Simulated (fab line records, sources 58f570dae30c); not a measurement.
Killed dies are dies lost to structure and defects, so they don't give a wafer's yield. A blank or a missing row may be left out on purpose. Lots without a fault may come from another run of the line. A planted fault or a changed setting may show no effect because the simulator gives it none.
fab line records | flow berkeley_cmos170
record lots=15 wafers=45 last_day=11
route steps=331 shown GATE@130
lots that met no fault: from a run of the same line without faults
start_h: hours from the record's first day to the start of the lot's first wafer shown | wait_h: hours since the lot's step before | " the same as in the row above | L1.1+2: a row that stands for several wafers | - no value, or no start given | * or withheld: withheld | < > ~ a bound
route shown NAME@n: a module of which the file shows steps, and the number in the route of the first | usual: mean/standard deviation of fault-free wafers | same: alike in all rows | chamber/n: place in a boat | sites: the reading at each site | _std_site: their standard deviation | _edge_site: outer sites' mean less inner sites' | radius_mm: how far each site lies from the wafer's centre | mask NAME#n: copy n | behind: the tool/chamber that last shaped the wafer | hold: why the lot was held/for how many hours/how that ended | device: the transistor (n, p or np) that didn't switch | end of line: the same wafers' tests at the end of the route | a step without rows: its recipe alone | killed: dies lost to structure and defects at the first sort, not the wafer's yield | map: a wafer's dies, x killed, . not, _ none there
set.NAME: the setting as run; set.NAME@STEP: as run at that earlier step | model.NAME: the simulator's own value behind a step, which no gauge read
steps of the route over a sample of lots; a table a step, a row a wafer
services: from which hour (start_h, from the record's first day; less than 0 if before it) a tool's chamber was out of use, for how many hours, and why
## steps
# step UCB170_GATE_CVD_04
# recipe material=poly-Si temp_c=610 precursor=SiH4 time_s=1440 pressure_mtorr=375 target_thk_nm=214 sih4_flow_sccm=120
# usual spike_tc_source_C=631.9/2.5 susceptor_temp_C=609.91/0.29
# columns lot.wafer tool chamber start_h wait_h spike_tc_source_C susceptor_temp_C
L393.2 lpcvd-02 1 108.44 0.0 635.1 609.72
L393.4 " 1 " " 633.0 609.59
L393.6 " 1 " " 634.0 609.60
L394.1 lpcvd-01 1 119.66 0.2 633.5 609.96
L394.4 " 1 " " 633.1 610.35
L394.5 " 1 " " 634.5 610.35
L395.3 lpcvd-01 0 132.09 0.0 632.2 610.33
L395.4 " 0 " " 633.7 609.75
L395.5 " 0 " " 632.3 610.02
L396.3 lpcvd-01 1 132.09 0.0 632.8 609.64
L396.4 " 1 " " 633.7 609.98
L396.5 " 1 " " 631.2 609.93
L399.2 lpcvd-01 0 134.92 0.0 631.9 609.55
L399.4 " 0 " " 631.6 610.13
L399.6 " 0 " " 631.9 609.26
L400.2 lpcvd-02 1 143.81 0.0 634.2 609.72
L400.4 " 1 " " 634.6 609.79
L400.5 " 1 " " 632.5 609.61
L400.2 lpcvd-01 1 145.37 0.2 632.3 610.10
L400.4 " 1 " " 632.3 609.75
L400.5 " 1 " " 632.4 609.85
L401.2 lpcvd-02 0 143.81 0.0 627.6 610.05
L401.3 " 0 " " 626.0 610.23
L401.6 " 0 " " 625.0 610.32
L406.1 lpcvd-01 1 184.79 0.0 632.9 609.67
L406.5 " 1 " " 632.2 610.05
L406.6 " 1 " " 634.7 609.91
L409.4 lpcvd-01 0 197.09 0.0 633.7 609.76
L409.5 " 0 " " 632.3 609.95
L409.6 " 0 " " 632.9 610.32
L409.4 lpcvd-01 0 200.40 1.9 632.8 609.81
L409.5 " 0 " " 632.9 610.28
L409.6 " 0 " " 632.2 610.03
L410.3 lpcvd-01 0 197.09 0.0 631.8 609.22
L410.4 " 0 " " 630.1 609.02
L410.5 " 0 " " 630.8 609.75
L410.3 lpcvd-01 0 200.40 1.9 631.7 609.67
L410.4 " 0 " " 633.2 609.58
L410.5 " 0 " " 631.0 609.95
L411.3 lpcvd-01 0 206.94 0.1 632.9 610.00
L411.4 " 0 " " 632.7 610.10
L411.5 " 0 " " 633.2 609.62
L413.2 lpcvd-02 0 215.46 0.0 626.6 610.35
L413.4 " 0 " " 625.7 609.99
L413.5 " 0 " " 626.5 610.16
L414.2 lpcvd-01 1 223.69 0.0 631.2 610.32
L414.4 " 1 " " 633.9 610.09
L414.6 " 1 " " 632.7 610.21
L415.3 lpcvd-01 0 228.69 0.0 631.6 609.59
L415.4 " 0 " " 633.0 609.86
L415.6 " 0 " " 632.3 610.02
L416.1 lpcvd-01 1 228.69 0.0 634.0 609.87
L416.2 " 1 " " 631.3 609.95
L416.5 " 1 " " 631.6 609.84
# step UCB170_GATE_THK_MEAS_05
# recipe reads=poly-Si_of_GATE_CVD_04
# usual GATE_POLY_THK=215.4/2.1
# columns lot.wafer tool chamber start_h wait_h GATE_POLY_THK[nm]
L393.2 film_metro-03 - 110.55 0.0 214.4
L393.4 " - " " 213.8
L393.6 " - " " 213.5
L394.1 film_metro-01 - 121.06 0.0 214.7
L394.4 " - " " 215.5
L394.5 " - " " 215.6
L395.3 film_metro-02 - 133.51 0.0 215.6
L395.4 " - " " 215.8
L395.5 " - " " 217.2
L396.3 film_metro-03 - 133.51 0.0 214.1
L396.4 " - " " 217.2
L396.5 " - " " 214.8
L399.2 film_metro-03 - 136.33 0.0 217.9
L399.4 " - " " 218.8
L399.6 " - " " 217.4
L401.2 film_metro-03 - 145.22 0.0 216.9
L401.3 " - " " 215.6
L401.6 " - " " 216.5
L400.2 film_metro-02 - 146.78 0.0 425.6
L400.4 " - " " 424.2
L400.5 " - " " 427.9
L406.1 film_metro-01 - 186.19 0.0 216.5
L406.5 " - " " 215.6
L406.6 " - " " 216.9
L410.3 film_metro-01 - 201.82 0.0 435.9
L410.4 " - " " 436.8
L410.5 " - " " 435.2
L409.4 film_metro-03 - 201.83 0.0 428.8
L409.5 " - " " 429.8
L409.6 " - " " 431.1
L411.3 film_metro-01 - 208.36 0.0 220.4
L411.4 " - " " 220.0
L411.5 " - " " 218.4
L413.2 film_metro-01 - 217.57 0.0 215.8
L413.4 " - " " 216.6
L413.5 " - " " 214.6
L414.2 film_metro-01 - 225.10 0.0 216.4
L414.4 " - " " 215.1
L414.6 " - " " 216.1
L416.1 film_metro-02 - 230.09 0.0 216.4
L416.2 " - " " 216.4
L416.5 " - " " 217.1
L415.3 film_metro-01 - 230.11 0.0 219.6
L415.4 " - " " 216.7
L415.6 " - " " 216.4
# step UCB170_GATE_ETCH_15
# recipe chemistry=HBr/Cl2 target=poly-Si stop_on=SiO2 over_etch_frac=0.3 icp_w=300 bias_w=150 time_s=56.3 pressure_mtorr=15 HBr_flow_sccm=150 Cl2_flow_sccm=50 target_depth_a=2782
# usual drypump_motor_current_A=5.8/0.61 oes_product_au=0.835/0.0095 throttle_valve_pct=26.46/0.21
# columns lot.wafer tool chamber start_h wait_h drypump_motor_current_A oes_product_au rf_hours_counter_h throttle_valve_pct
L393.2 rie_si-01 3 112.23 - 6.5 0.836 1 26.85
L393.4 " 0 " " 6.1 0.826 1 26.49
L393.6 " 3 " " 6.5 0.822 - 26.85
L394.1 rie_si-02 3 122.25 - 5.0 0.834 0 26.17
L394.4 " 0 " " 6.5 0.833 37 26.17
L394.5 " 3 " " 5.0 0.841 - 26.17
L395.3 rie_si-01 0 135.30 - 6.1 0.835 1 26.49
L395.4 " 3 " " 6.5 0.832 1 26.85
L395.5 " 2 " " 6.1 0.839 - 26.54
L396.3 rie_si-02 3 135.42 - 5.0 0.836 1 26.16
L396.4 " 2 " " 5.9 0.854 - 26.50
L396.5 " 3 " " 5.0 0.833 - 26.15
L399.2 rie_si-01 0 137.58 - 6.1 0.836 1 26.47
L399.4 " 3 " " 6.5 0.849 1 26.85
L399.6 " 3 " " 6.4 0.839 - 26.85
L401.2 rie_si-01 0 147.28 - 6.1 0.836 1 26.49
L401.3 " 2 " " 6.1 0.828 53 26.55
L401.6 " 2 " " 6.1 0.835 - 26.55
L400.2 rie_si-02 3 148.14 - 5.0 0.991 1 26.15
L400.4 " 0 " " 6.4 0.989 - 26.19
L400.5 " 2 " " 5.9 1.008 - 26.50
L406.1 rie_si-02 1 187.78 - 4.7 0.846 0 26.59
L406.5 " 0 " " 6.5 0.823 - 26.18
L406.6 " 1 " " 4.7 0.854 - 26.58
L409.4 rie_si-01 0 202.99 - 6.1 1.014 - 26.48
L409.5 " 2 " " 6.1 0.987 - 26.54
L409.6 " 3 " " 6.5 1.012 - 26.84
L410.3 rie_si-02 3 203.00 - 5.0 1.000 1 26.15
L410.4 " 0 " " 6.4 0.979 37 26.18
L410.5 " 3 " " 5.0 1.001 - 26.16
L411.3 rie_si-01 1 209.87 - 5.3 0.844 87 26.55
L411.4 " 0 " " 6.0 0.844 1 26.47
L411.5 " 1 " " 5.3 0.840 - 26.55
L413.2 rie_si-01 0 219.70 - 6.1 0.841 1 26.48
L413.4 " 3 " " 6.5 0.839 2 26.83
L413.5 " 2 " " 6.2 0.825 - 26.53
L414.2 rie_si-02 0 226.52 - 6.5 0.827 38 26.17
L414.4 " 2 " " 5.8 0.846 48 26.50
L414.6 " 1 " " 4.7 0.843 - 26.59
L415.3 rie_si-01 0 231.19 - 6.1 0.846 2 26.47
L415.4 " 2 " " 6.1 0.832 53 26.54
L415.6 " 2 " " 6.1 0.818 - 26.53
L416.1 rie_si-02 3 231.43 - 5.0 0.841 1 26.14
L416.2 " 0 " " 6.5 0.828 38 26.19
L416.5 " 3 " " 5.0 0.850 - 26.15
## services
# columns tool chamber start_h hours kind
rie_si-02 1 128.43 - clean
rie_si-02 1 128.43 19.8 scheduled_down
rie_si-02 1 128.43 19.8 vent_cycle
rie_si-01 - 148.40 0.3 repair
rie_si-01 0 176.46 2.1 repair
rie_si-01 1 194.93 10.2 repair
## key
first_sign step=UCB170_GATE_CVD_04 reading=visit direction=added
effect step=UCB170_GATE_THK_MEAS_05 reading=GATE_POLY_THK direction=up sigmas=99+ usual=215.4 struck=430.6
effect step=UCB170_GATE_ETCH_15 reading=oes_product_au direction=up sigmas=17 usual=0.835 struck=0.998
met_at UCB170_GATE_CVD_04
struck_lots L400,L409,L410
later_rows_left_out L400.2,L400.4,L400.5,L409.4,L409.5,L409.6,L410.3,L410.4,L410.5
sort_left_out L400.2,L400.4,L400.5,L409.4,L409.5,L409.6,L410.3,L410.4,L410.5
tester_left_out L400,L409,L410
fault kind=repeated_step_whole tool=lpcvd-01,lpcvd-02 chamber=- onset_h=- steps=UCB170_GATE_CVD_04 times=1 scope=struck_lots_only
# tester_left_out: of these lots the tester's yield and bins aren't shown, on N5 and GAA mostly nor the transistor test; their killed dies are dies lost to structure and defects alone, not to doping, threshold or leakage, so they don't give the yield
# sort_left_out: the simulated sort isn't trusted on such a fault, so these wafers' sort isn't shown, and their yield isn't known
# later_rows_left_out: the simulator's readings of these wafers behind a module that went badly wrong aren't trusted and aren't shown, but for the sort
